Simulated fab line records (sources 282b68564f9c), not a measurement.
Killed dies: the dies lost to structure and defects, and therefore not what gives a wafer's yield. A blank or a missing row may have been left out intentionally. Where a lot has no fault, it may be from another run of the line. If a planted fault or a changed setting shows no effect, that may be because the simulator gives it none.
fab line records    flow rit_cmos
record lots=6  wafers=18  last_day=6
route steps=202 shown CONTACT@176 M1@184
lots that met no fault: from a run of the same line without faults
start_h: hours from the record's opening day to when the first of the lot's shown wafers began    wait_h: time in hours since the lot's previous step    " identical to the entry in the row above    L1.1+2: one row covering several wafers at once    - no value, or no start given    * or withheld: withheld    < > ~ a bound
route shown NAME@n: names a module that has steps shown in the file, with the first one's number in the route    usual: mean/standard deviation taken from wafers without a fault    same: alike in all rows    chamber/n: place in a boat    sites: readings site by site    _std_site: the standard deviation of these    _edge_site: inner sites' mean taken away from outer sites' mean    radius_mm: how far each site lies from the wafer's centre    mask NAME#n: copy n    behind: the tool/chamber that last shaped the wafer    hold: reason for holding the lot/hours on hold/outcome of the hold    device: the transistor (n, p or np) that didn't switch    end of line: the same wafers' tests at the end of the route    for a step that has no rows: nothing shown but its recipe    killed: dies that structure and defects cost at the first sort, which is not the same as the wafer's yield    map: the dies of a wafer, with x for killed, . for not killed, _ for no die there
set.NAME: the run value of the setting; set.NAME@STEP: its run value at that earlier step    model.NAME: the simulator's own value behind a step, which no gauge read
lots at selected steps of the route; one table per step, one row per wafer
services: when a tool's chamber went out of use (start_h, in hours from the record's first day, below 0 if earlier), for how many hours, and the reason
## steps
# step RIT_CONTACT_CD_MEAS_08
# recipe target_cd_nm=1000
# usual cd_nm=1000.1/2.3
lot.wafer  tool       chamber  start_h  wait_h  cd_nm
L951.1     cd_sem-02  -        66.86    -       1001.8
L951.4     "          -        "        "       999.8
L951.6     "          -        "        "       1003.6
L952.2     cd_sem-02  -        68.30    -       1000.2
L952.3     "          -        "        "       1002.0
L952.5     "          -        "        "       1000.8
L954.3     cd_sem-02  -        80.30    -       1000.9
L954.4     "          -        "        "       998.9
L954.6     "          -        "        "       999.7
L961.1     cd_sem-01  -        114.68   -       996.6
L961.3     "          -        "        "       997.9
L961.4     "          -        "        "       995.5
L964.3     cd_sem-01  -        127.41   -       994.4
L964.4     "          -        "        "       996.2
L964.5     "          -        "        "       996.1
L965.1     cd_sem-01  -        131.33   -       1001.8
L965.4     "          -        "        "       1003.4
L965.6     "          -        "        "       1001.4
# step RIT_CONTACT_OVL_MEAS_09
# usual CONTACT_OVL=-0.1/1.4
lot.wafer  tool        chamber  start_h  wait_h  CONTACT_OVL[nm]
L951.1     overlay-02  -        66.98    0.1     -2.4
L951.4     "           -        "        "       -2.0
L951.6     "           -        "        "       -2.8
L952.2     overlay-02  -        68.40    0.1     0.0
L952.3     "           -        "        "       -1.2
L952.5     "           -        "        "       -2.5
L954.3     overlay-01  -        80.39    0.1     1.7
L954.4     "           -        "        "       2.4
L954.6     "           -        "        "       1.6
L961.1     overlay-01  -        114.80   0.1     -2.9
L961.3     "           -        "        "       -0.8
L961.4     "           -        "        "       -0.5
L964.3     overlay-01  -        127.51   0.1     0.8
L964.4     "           -        "        "       -0.6
L964.5     "           -        "        "       -0.9
L965.1     overlay-02  -        131.45   0.1     1.6
L965.4     "           -        "        "       1.7
L965.6     "           -        "        "       -0.1
# step RIT_CONTACT_HARDBAKE_10
# recipe resist=NOVOLAK  temp_c=140  time_s=60
# step RIT_CONTACT_ETCH_11
# recipe target_depth_a=4800  over_etch_frac=0.2  stop_on=TiSi2  chemistry=CHF3/CF4/Ar  target=SiO2  CHF3_flow_sccm=50  cf4_flow_sccm=10  Ar_flow_sccm=100  O2_flow_sccm=5  pressure_mtorr=100  rf_w=200  time_s=320
# usual chamber_pressure_mTorr=100.01/0.093  drypump_motor_current_A=5.7/0.5  oes_product_au=0.988/0.019  rf_fwd_power_W=199.5/0.62  throttle_valve_pct=8.85/0.14
lot.wafer  tool         chamber  start_h  wait_h  chamber_pressure_mTorr  drypump_motor_current_A  oes_product_au  rf_fwd_power_W  rf_hours_counter_h  throttle_valve_pct
L951.1     rie_diel-01  2        67.17    0.1     100.05                  5.1                      0.962           198.8           122                 8.81
L951.4     "            3        "        "       100.05                  5.7                      0.996           199.1           13                  8.70
L951.6     "            3        "        "       99.83                   5.7                      0.994           199.6           -                   8.68
L952.2     rie_diel-03  2        68.58    0.1     99.99                   6.1                      1.010           199.7           56                  8.96
L952.3     "            3        "        "       100.03                  6.5                      0.976           200.1           36                  8.63
L952.5     "            1        "        "       100.00                  6.1                      0.967           199.2           -                   9.03
L954.3     rie_diel-02  3        80.57    0.1     99.80                   4.8                      1.009           197.8           95                  8.94
L954.4     "            1        "        "       100.03                  5.8                      1.002           201.2           -                   8.84
L954.6     "            0        "        "       100.12                  5.9                      0.978           199.8           -                   8.67
L961.1     rie_diel-01  0        115.04   0.1     100.11                  5.4                      0.998           199.0           84                  9.04
L961.3     "            1        "        "       100.02                  6.3                      0.956           199.1           151                 9.03
L961.4     "            2        "        "       100.02                  5.1                      0.951           199.8           123                 8.79
L964.3     rie_diel-02  0        127.68   0.1     100.04                  5.9                      0.985           199.5           102                 8.65
L964.4     "            2        "        "       100.14                  5.3                      1.018           200.1           56                  8.80
L964.5     "            2        "        "       100.04                  5.3                      1.020           200.0           -                   8.81
L965.1     rie_diel-01  0        131.64   0.1     100.10                  5.5                      0.996           200.0           84                  9.02
L965.4     "            1        "        "       100.03                  6.3                      0.957           199.8           151                 9.02
L965.6     "            2        "        "       100.15                  5.1                      0.956           199.0           -                   8.79
# step RIT_CONTACT_STRIP_12
# recipe chemistry=O2  time_s=180  resist=NOVOLAK  platen_temp_c=withheld  power_w=500  pressure_mtorr=4000  o2_flow_sccm=4000
# usual chamber_pressure_mTorr=4001/3.9  drypump_motor_current_A=5.5/0.36
lot.wafer  tool             chamber  start_h  wait_h  chamber_pressure_mTorr  drypump_motor_current_A  rf_hours_counter_h
L951.1     plasma_asher-03  0        67.36    0.1     4002                    4.8                      43
L951.4     "                0        "        "       4003                    4.8                      -
L951.6     "                0        "        "       4009                    4.8                      -
L952.2     plasma_asher-03  0        68.78    0.1     4005                    4.8                      43
L952.3     "                1        "        "       4001                    5.7                      -
L952.5     "                1        "        "       4002                    5.7                      -
L954.3     plasma_asher-04  1        80.82    0.2     3994                    5.5                      -
L954.4     "                0        "        "       3999                    5.8                      -
L954.6     "                1        "        "       4000                    5.6                      -
L961.1     plasma_asher-03  0        115.23   0.1     4002                    4.8                      49
L961.3     "                0        "        "       3997                    4.9                      -
L961.4     "                1        "        "       3997                    5.7                      -
L964.3     plasma_asher-02  1        127.93   0.2     3999                    5.7                      -
L964.4     "                0        "        "       4001                    5.3                      -
L964.5     "                1        "        "       3992                    5.7                      -
L965.1     plasma_asher-04  1        131.83   0.1     4003                    5.5                      2
L965.4     "                0        "        "       4002                    5.8                      -
L965.6     "                1        "        "       3994                    5.5                      -
# step RIT_CONTACT_CD_MEAS_90
# recipe target_cd_nm=1000
# usual cd_nm=1000.2/2.3
lot.wafer  tool       chamber  start_h  wait_h  cd_nm
L951.1     cd_sem-02  -        67.54    0.1     1002.5
L951.4     "          -        "        "       1000.6
L951.6     "          -        "        "       1003.8
L952.2     cd_sem-01  -        68.97    0.1     999.9
L952.3     "          -        "        "       1001.2
L952.5     "          -        "        "       1001.0
L954.3     cd_sem-02  -        80.98    0.1     1000.5
L954.4     "          -        "        "       998.9
L954.6     "          -        "        "       1000.0
L961.1     cd_sem-01  -        115.41   0.1     997.0
L961.3     "          -        "        "       998.1
L961.4     "          -        "        "       995.3
L964.3     cd_sem-01  -        128.09   0.1     995.2
L964.4     "          -        "        "       996.4
L964.5     "          -        "        "       996.3
L965.1     cd_sem-01  -        132.01   0.1     1001.9
L965.4     "          -        "        "       1003.4
L965.6     "          -        "        "       1001.1
# step RIT_CONTACT_CLEAN_13
# recipe chemistry=SC1  mix=3:3:50  time_s=600  temp_c=75
# step RIT_CONTACT_CLEAN_14
# recipe chemistry=SC2  mix=3:3:50  time_s=600  temp_c=75  dry=n2_spin
# step RIT_M1_SPUTTER_00
# recipe material=Al  target_thk_nm=400  power_w=2000  chamber_pressure_pa=0.4  gas=Ar  time_s=500  substrate_temp_c=25
# usual throttle_valve_pct=29.8/0.82
lot.wafer  tool            chamber  start_h  wait_h  throttle_valve_pct
L951.1     pvd_sputter-04  -        68.01    0.0     30.4
L951.4     "               -        "        "       30.1
L951.6     "               -        "        "       30.5
L952.2     pvd_sputter-02  -        69.42    0.0     30.7
L952.3     "               -        "        "       29.6
L952.5     "               -        "        "       28.7
L954.3     pvd_sputter-02  -        81.60    0.0     29.3
L954.4     "               -        "        "       31.0
L954.6     "               -        "        "       30.2
L961.1     pvd_sputter-04  -        115.89   0.0     30.2
L961.3     "               -        "        "       29.0
L961.4     "               -        "        "       29.8
L964.3     pvd_sputter-02  -        128.52   0.0     28.9
L964.4     "               -        "        "       30.6
L964.5     "               -        "        "       28.7
L965.1     pvd_sputter-04  -        132.52   0.0     30.0
L965.4     "               -        "        "       29.1
L965.6     "               -        "        "       29.3
# step RIT_M1_RS_MEAS_01
# recipe thk_meas_gauge=four-point-probe  reads=Al_of_M1_SPUTTER_00
# usual M1_AL_RS=0.0734/0.0011
lot.wafer  tool           chamber  start_h  wait_h  M1_AL_RS[ohm/sq]
L951.1     film_metro-03  -        68.30    0.1     0.0731
L951.4     "              -        "        "       0.0737
L951.6     "              -        "        "       0.0728
L952.2     film_metro-01  -        69.73    0.2     0.0720
L952.3     "              -        "        "       0.0723
L952.5     "              -        "        "       0.0727
L954.3     film_metro-03  -        81.93    0.2     0.0732
L954.4     "              -        "        "       0.0748
L954.6     "              -        "        "       0.0725
L961.1     film_metro-03  -        116.19   0.1     0.0722
L961.3     "              -        "        "       0.0716
L961.4     "              -        "        "       0.0732
L964.3     film_metro-03  -        128.85   0.2     0.0731
L964.4     "              -        "        "       0.0724
L964.5     "              -        "        "       0.0732
L965.1     film_metro-02  -        132.82   0.1     0.0737
L965.4     "              -        "        "       0.0729
L965.6     "              -        "        "       0.0730
# step RIT_M1_THK_MEAS_02
# recipe thk_meas_gauge=xrf  reads=Al_of_M1_SPUTTER_00
# usual M1_AL_THK=396/6.4
lot.wafer  tool           chamber  start_h  wait_h  M1_AL_THK[nm]
L951.1     film_metro-03  -        68.42    0.1     395
L951.4     "              -        "        "       393
L951.6     "              -        "        "       397
L952.2     film_metro-01  -        69.84    0.1     404
L952.3     "              -        "        "       404
L952.5     "              -        "        "       402
L954.3     film_metro-03  -        82.03    0.1     395
L954.4     "              -        "        "       386
L954.6     "              -        "        "       402
L961.1     film_metro-03  -        116.31   0.1     402
L961.3     "              -        "        "       404
L961.4     "              -        "        "       394
L964.3     film_metro-03  -        128.95   0.1     398
L964.4     "              -        "        "       401
L964.5     "              -        "        "       396
L965.1     film_metro-02  -        132.94   0.1     391
L965.4     "              -        "        "       396
L965.6     "              -        "        "       398
# step RIT_M1_HMDS_03
# recipe prime_time_s=60  prime_temp_c=140
# step RIT_M1_COAT_04
# recipe resist=NOVOLAK  spin_rpm=2000  resist_thk_nm=1300
# usual spin_speed_rpm=1999.8/1.3
lot.wafer  tool            chamber  start_h  wait_h  spin_speed_rpm  model.NOVOLAK_of_M1_COAT_04.thk_nm
L951.1     litho_track-04  0        68.63    0.1     1997.9          1308
L951.4     "               0        "        "       1999.4          1306
L951.6     "               0        "        "       2002.6          1308
L952.2     litho_track-01  0        70.07    0.1     1996.8          1304
L952.3     "               0        "        "       1997.1          1301
L952.5     "               0        "        "       1998.9          1305
L954.3     litho_track-04  0        82.27    0.1     2097.6          1270
L954.4     "               0        "        "       2096.6          1272
L954.6     "               0        "        "       2095.2          1269
L961.1     litho_track-04  0        116.52   0.1     2096.9          1274
L961.3     "               0        "        "       2097.5          1269
L961.4     "               0        "        "       2095.1          1270
L964.3     litho_track-03  0        129.19   0.1     1998.9          1308
L964.4     "               0        "        "       2000.1          1305
L964.5     "               0        "        "       2001.0          1306
L965.1     litho_track-01  0        133.15   0.1     1999.6          1295
L965.4     "               0        "        "       1998.2          1299
L965.6     "               0        "        "       1998.2          1302
# step RIT_M1_SOFTBAKE_05
# recipe resist=NOVOLAK  temp_c=90  time_s=60
# step RIT_M1_EXPOSE_06
# recipe mask_id=M12  na=0.6  source_shape=conventional  sigma_outer=0.5  target_cd_nm=2600  dose_mj=253
# step RIT_M1_PEB_07
# recipe resist=NOVOLAK  temp_c=withheld  time_s=withheld
# step RIT_M1_DEVELOP_08
# recipe resist=NOVOLAK  develop_time_s=68  dev_temp_c=23
# step RIT_M1_CD_MEAS_09
# recipe target_cd_nm=2600
# usual cd_nm=2599.3/2.2
lot.wafer  tool       chamber  start_h  wait_h  cd_nm
L951.1     cd_sem-01  -        69.49    -       2597.4
L951.4     "          -        "        "       2596.9
L951.6     "          -        "        "       2599.6
L952.2     cd_sem-02  -        70.79    -       2600.9
L952.3     "          -        "        "       2602.4
L952.5     "          -        "        "       2599.8
L954.3     cd_sem-02  -        83.12    -       2593.7
L954.4     "          -        "        "       2595.7
L954.6     "          -        "        "       2595.8
L961.1     cd_sem-02  -        117.43   -       2595.4
L961.3     "          -        "        "       2595.6
L961.4     "          -        "        "       2596.3
L964.3     cd_sem-01  -        130.04   -       2600.2
L964.4     "          -        "        "       2600.8
L964.5     "          -        "        "       2599.7
L965.1     cd_sem-02  -        134.00   -       2595.4
L965.4     "          -        "        "       2597.2
L965.6     "          -        "        "       2595.5
# step RIT_M1_OVL_MEAS_10
# usual M1_OVL=0.7/1.3
lot.wafer  tool        chamber  start_h  wait_h  M1_OVL[nm]
L951.1     overlay-02  -        69.61    0.1     0.5
L951.4     "           -        "        "       -0.6
L951.6     "           -        "        "       0.4
L952.2     overlay-02  -        70.90    0.1     -1.4
L952.3     "           -        "        "       -0.4
L952.5     "           -        "        "       -1.1
L954.3     overlay-01  -        83.21    0.1     0.3
L954.4     "           -        "        "       0.0
L954.6     "           -        "        "       0.6
L961.1     overlay-02  -        117.55   0.1     0.8
L961.3     "           -        "        "       0.7
L961.4     "           -        "        "       0.4
L964.3     overlay-01  -        130.13   0.1     1.0
L964.4     "           -        "        "       1.7
L964.5     "           -        "        "       1.8
L965.1     overlay-02  -        134.12   0.1     1.3
L965.4     "           -        "        "       -1.4
L965.6     "           -        "        "       -0.2
# step RIT_M1_HARDBAKE_11
# recipe resist=NOVOLAK  temp_c=140  time_s=120
# step RIT_M1_METAL_ETCH_12
# recipe stop_on=SiO2  chemistry=Cl2/BCl3  target=Al  time_s=165  over_etch_frac=0.5  pressure_mtorr=100  target_depth_a=6000  rf_w=250  Cl2_flow_sccm=60  bcl3_flow_sccm=50
# usual chamber_pressure_mTorr=100.00/0.1  drypump_motor_current_A=5.7/0.45  mfc_cl2_sccm=60.01/0.18  oes_product_au=0.772/0.0088  rf_fwd_power_W=249.0/0.87  throttle_valve_pct=8.34/0.11
lot.wafer  tool          chamber  start_h  wait_h  chamber_pressure_mTorr  drypump_motor_current_A  mfc_cl2_sccm  oes_product_au  rf_fwd_power_W  rf_hours_counter_h  throttle_valve_pct  model.NOVOLAK_of_M1_COAT_04.thk_nm
L951.1     rie_metal-04  1        69.89    0.2     100.02                  5.5                      60.06         0.776           249.0           3                   8.30                807
L951.4     "             1        "        "       100.14                  5.5                      59.98         0.769           248.7           -                   8.32                803.7
L951.6     "             1        "        "       100.01                  5.5                      59.86         0.774           247.9           -                   8.31                805.1
L952.2     rie_metal-02  1        71.18    0.2     99.96                   5.4                      60.08         0.778           250.1           36                  8.27                809.5
L952.3     "             0        "        "       99.98                   6.0                      59.74         0.767           248.8           -                   8.37                797.7
L952.5     "             1        "        "       99.86                   5.4                      60.14         0.786           249.2           -                   8.28                813.2
L954.3     rie_metal-04  1        83.54    0.2     100.04                  5.5                      59.94         0.776           247.1           -                   8.31                779.5
L954.4     "             0        "        "       100.10                  5.1                      60.09         0.762           249.2           -                   8.55                776.5
L954.6     "             1        "        "       99.94                   5.5                      60.01         0.783           248.9           -                   8.28                778
L961.1     rie_metal-02  1        117.84   0.2     99.80                   5.4                      59.89         0.794           248.6           37                  8.28                784.1
L961.3     "             1        "        "       100.04                  5.5                      60.01         0.791           248.3           -                   8.28                782.7
L961.4     "             0        "        "       99.90                   6.0                      60.02         0.772           249.8           -                   8.36                772.9
L964.3     rie_metal-04  1        130.51   0.2     100.06                  5.5                      60.28         0.764           248.5           -                   8.30                809.8
L964.4     "             1        "        "       99.97                   5.5                      60.15         0.773           247.9           -                   8.31                806.1
L964.5     "             1        "        "       99.95                   5.5                      60.07         0.765           248.4           -                   8.31                807.7
L965.1     rie_metal-01  1        134.41   0.2     99.86                   5.8                      60.03         0.772           248.9           1                   8.39                802.7
L965.4     "             0        "        "       99.96                   6.5                      59.84         0.767           248.6           -                   8.22                805.4
L965.6     "             1        "        "       99.94                   5.9                      59.71         0.775           249.0           -                   8.39                809.7
# step RIT_M1_STRIP_13
# recipe chemistry=nmp  resist=NOVOLAK  temp_c=80  time_s=600  dry=n2_spin
# step RIT_M1_PROBE_99
# usual defect_limited_yield=97.3/1.2  killed_at_M0_to_M3=0.0/0.12  killed_at_contacts=0.1/0.31  killed_at_front_end=7/3.2  killed_dies=7/3.2  killed_open=3.6/2.1  killed_short=3.5/2.1  sort_bin_3_pad_short=0.1/0.21  sort_bin_5_function=1.6/0.88  sort_bin_6_memory=1.0/0.66  sort_n_pass=257/3.2  sort_yield_pct=97.3/1.2
# same gross_dies=264  killed_at_M4_up=0  killed_at_back_side=0  killed_at_other=0
lot.wafer  tool       chamber  start_h  wait_h  defect_limited_yield[%]  killed_at_M0_to_M3  killed_at_contacts  killed_at_front_end  killed_dies  killed_open  killed_short  sort_bin_3_pad_short[%]  sort_bin_5_function[%]  sort_bin_6_memory[%]  sort_n_pass  sort_yield_pct[%]
L951.1     prober-01  -        73.67    0.1     95.8                     0                   0                   11                   11           9            2             0.4                      2.7                     1.1                   253          95.8
L951.4     prober-01  -        73.82    0.2     98.9                     1                   0                   2                    3            0            3             0                        1.1                     0                     261          98.9
L951.6     prober-01  -        73.92    0.2     95.5                     0                   0                   12                   12           5            6             0.4                      2.3                     1.9                   252          95.5
L952.2     prober-02  -        73.72    0.1     96.6                     0                   0                   9                    9            5            4             0                        2.3                     1.1                   255          96.6
L952.3     prober-02  -        73.77    0.2     96.6                     0                   2                   7                    9            4            4             0                        2.7                     0.8                   255          96.6
L952.5     prober-02  -        73.87    0.2     98.1                     0                   0                   5                    5            2            3             0                        0.4                     1.5                   259          98.1
L954.3     prober-01  -        85.84    0.2     93.9                     0                   1                   15                   16           8            8             0.4                      4.9                     0.8                   248          93.9
L954.4     prober-01  -        85.89    0.2     97.0                     0                   0                   8                    8            4            4             0                        1.9                     1.1                   256          97.0
L954.6     prober-01  -        85.99    0.2     98.5                     0                   0                   4                    4            1            3             0                        1.1                     0.4                   260          98.5
L961.1     prober-02  -        120.09   0.1     97.7                     0                   0                   6                    6            2            4             0                        1.1                     1.1                   258          97.7
L961.3     prober-02  -        120.19   0.2     97.7                     0                   0                   6                    6            4            2             0                        1.1                     1.1                   258          97.7
L961.4     prober-02  -        120.24   0.2     98.9                     0                   0                   3                    3            2            1             0                        0.8                     0.4                   261          98.9
L964.3     prober-01  -        132.92   0.2     97.3                     0                   0                   7                    7            4            3             0                        1.1                     1.5                   257          97.3
L964.4     prober-01  -        132.97   0.2     97.3                     0                   0                   7                    7            2            5             0.4                      1.1                     1.1                   257          97.3
L964.5     prober-01  -        133.02   0.2     96.2                     0                   0                   10                   10           4            6             0                        2.7                     1.1                   254          96.2
L965.1     prober-02  -        137.91   0.1     97.0                     0                   0                   8                    8            2            6             0                        2.3                     0.8                   256          97.0
L965.4     prober-02  -        138.06   0.2     96.2                     0                   0                   10                   10           4            6             0.4                      0.8                     2.7                   254          96.2
L965.6     prober-02  -        138.16   0.2     96.2                     0                   0                   10                   10           7            3             0                        3.0                     0.8                   254          96.2
# killed by level:class
L951.1 REOX:geometric_particle:open=3 FOX1:geometric_particle:open=2 GATE:geometric_particle:open=2 FOX2:geometric_particle:open=1 GATE:geometric_particle:short=1 SPACER:geometric_particle:short=1 SILICIDE:geometric_particle:open=1
L952.2 GATE:geometric_particle:open=3 FOX2:geometric_particle:short=2 FOX1:geometric_particle:open=1 GATE:geometric_particle:short=1 REOX:geometric_particle:open=1 REOX:geometric_particle:short=1
L952.3 GATE:geometric_particle:short=2 FOX2:geometric_particle:open=1 GATE:geometric_particle:open=1 SPACER:geometric_particle:short=1 SILICIDE:geometric_particle:open=1 CONTACT:geometric_particle:open=1 CONTACT:geometric_particle:short=1 PLDD:coat_microbubble_printed=1
L951.4 GATE:geometric_particle:short=1 SPACER:geometric_particle:short=1 M1:geometric_particle:short=1
L952.5 FOX2:geometric_particle:short=2 FOX1:geometric_particle:short=1 FOX1:geometric_particle:open=1 GATE:geometric_particle:open=1
L951.6 GATE:geometric_particle:short=3 GATE:geometric_particle:open=3 REOX:geometric_particle:open=2 SILICIDE:geometric_particle:short=2 FOX2:geometric_particle:short=1 PLDD:coat_microbubble_printed=1
L954.3 GATE:geometric_particle:open=4 GATE:geometric_particle:short=4 FOX1:geometric_particle:open=2 FOX1:geometric_particle:short=1 REOX:geometric_particle:open=1 REOX:geometric_particle:short=1 SPACER:geometric_particle:open=1 SILICIDE:geometric_particle:short=1
L954.4 FOX2:geometric_particle:open=2 SILICIDE:geometric_particle:short=2 FOX1:geometric_particle:open=1 GATE:geometric_particle:short=1 REOX:geometric_particle:short=1 SPACER:geometric_particle:open=1
L954.6 FOX2:geometric_particle:short=3 FOX2:geometric_particle:open=1
L961.1 GATE:geometric_particle:short=3 FOX2:geometric_particle:open=1 SILICIDE:geometric_particle:open=1 SILICIDE:geometric_particle:short=1
L961.3 REOX:geometric_particle:open=2 REOX:geometric_particle:short=2 GATE:geometric_particle:open=1 SPACER:geometric_particle:open=1
L961.4 FOX2:geometric_particle:open=1 SPACER:geometric_particle:short=1 SPACER:geometric_particle:open=1
L964.3 GATE:geometric_particle:short=3 GATE:geometric_particle:open=3 SILICIDE:geometric_particle:open=1
L964.4 GATE:geometric_particle:short=5 FOX1:geometric_particle:open=2
L964.5 GATE:geometric_particle:short=4 GATE:geometric_particle:open=2 FOX2:geometric_particle:open=1 REOX:geometric_particle:open=1 REOX:geometric_particle:short=1 SPACER:geometric_particle:short=1
L965.1 GATE:geometric_particle:short=4 FOX1:geometric_particle:short=1 GATE:geometric_particle:open=1 REOX:geometric_particle:open=1 SILICIDE:geometric_particle:short=1
L965.4 SPACER:geometric_particle:short=3 FOX1:geometric_particle:short=2 GATE:geometric_particle:open=2 SPACER:geometric_particle:open=2 GATE:geometric_particle:short=1
L965.6 GATE:geometric_particle:open=4 SPACER:geometric_particle:short=2 SPACER:geometric_particle:open=2 GATE:geometric_particle:short=1 SILICIDE:geometric_particle:open=1
## services
tool             chamber  start_h  hours  kind
pvd_sputter-04   -        48.98    4.7    repair
plasma_asher-04  -        54.47    2.2    repair
pvd_sputter-04   -        58.62    0.5    repair
rie_diel-03      0        64.49    8.8    repair
rie_metal-04     -        64.87    0.9    repair
rie_diel-02      2        65.04    6.8    repair
rie_diel-03      1        70.39    5.8    repair
pvd_sputter-04   -        72.06    4.4    repair
rie_diel-02      2        76.23    7.0    repair
rie_diel-03      3        98.50    4.9    repair
rie_diel-03      1        103.35   -      clean
rie_diel-03      1        103.35   17.5   scheduled_down
rie_diel-03      1        103.35   17.5   vent_cycle
rie_diel-01      -        103.56   0.9    repair
plasma_asher-04  -        108.75   9.0    pm
plasma_asher-04  0        108.75   9.0    vent_cycle
plasma_asher-04  1        108.75   9.0    vent_cycle
rie_metal-04     0        115.04   17.4   repair
plasma_asher-04  0        117.75   -      clean
plasma_asher-04  1        117.75   -      clean
rie_metal-04     1        121.73   6.4    repair
plasma_asher-02  -        122.05   2.1    repair
rie_metal-02     -        126.14   0.7    repair
## key
first_sign step=RIT_M1_COAT_04  reading=spin_speed_rpm  direction=up  sigmas=75  usual=1999.8  struck=2096.5
effect step=RIT_M1_CD_MEAS_09  reading=cd_nm  direction=down  sigmas=1.8  usual=2599.3  struck=2595.4
model_effect step=RIT_M1_COAT_04  value=NOVOLAK_of_M1_COAT_04.thk_nm  without=1301  struck=1271
model_effect step=RIT_M1_METAL_ETCH_12  value=NOVOLAK_of_M1_COAT_04.thk_nm  without=804.9  struck=779
met_at RIT_M1_COAT_04
struck_wafers L954.3,L954.4,L954.6,L961.1,L961.3,L961.4
onset_between 68.63 82.27
fault kind=process_parameter_drift  tool=litho_track-04  chamber=-  onset_h=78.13  steps=RIT_M1_COAT_04  channel=spin_rpm  offset=96.009  shape=step  end_h=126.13  acts_in=these_recipes_only  stated=2000
